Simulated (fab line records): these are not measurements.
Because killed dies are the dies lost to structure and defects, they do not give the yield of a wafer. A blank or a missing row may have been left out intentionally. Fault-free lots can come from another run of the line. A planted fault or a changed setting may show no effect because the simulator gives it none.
Chamber matching | flow berkeley-cmos170 | UCB170_SPACER_CVD_00 on pecvd-04 has 3 sister chambers
The step deposits SiO2 from TEOS/O2, target thk 376 nm, time 47 s. 3 wafers are shown with their chamber, then 7 later ones without.

## WAFERS WITH THEIR CHAMBER
wafer  | chamber | heater-power-w (W)
L998.5 | 0       | 245
L999.1 | 2       | 151
L999.5 | 1       | 275

## WAFERS WHOSE CHAMBER IS MISSING
wafer  | heater-power-w (W)
L999.6 | 256
L105.1 | 150
L105.4 | 275
L105.5 | 172
L110.3 | 152
L110.4 | 162
L110.6 | 233

## EACH ONE'S CHAMBER
wafer  | from the rows above     | in truth
L999.6 | can't be placed: 0 or 1 | 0
L105.1 | 2                       | 2
L105.4 | 1                       | 1
L105.5 | 2                       | 2
L110.3 | 2                       | 2
L110.4 | 2                       | 2
L110.6 | 0                       | 0
6 of 7 placed correctly. Can't be placed from these rows: 1 (the true chamber is among the candidates in 1). Number placed wrongly: 0.
How it was worked out, from the rows above alone: a wafer's distance from a chamber is the root of the sum, over the readings, of the square of ((its reading less the chamber's mean) divided by the reading's scatter). The wafer belongs to the nearest chamber; if the next one is less than 2 further off, it can't be placed. For every chamber, the mean is computed from those of its wafers that are shown. The scatter: with one shown wafer a chamber, the root of the mean of the squares of how far each hidden wafer lies from its nearest shown one.
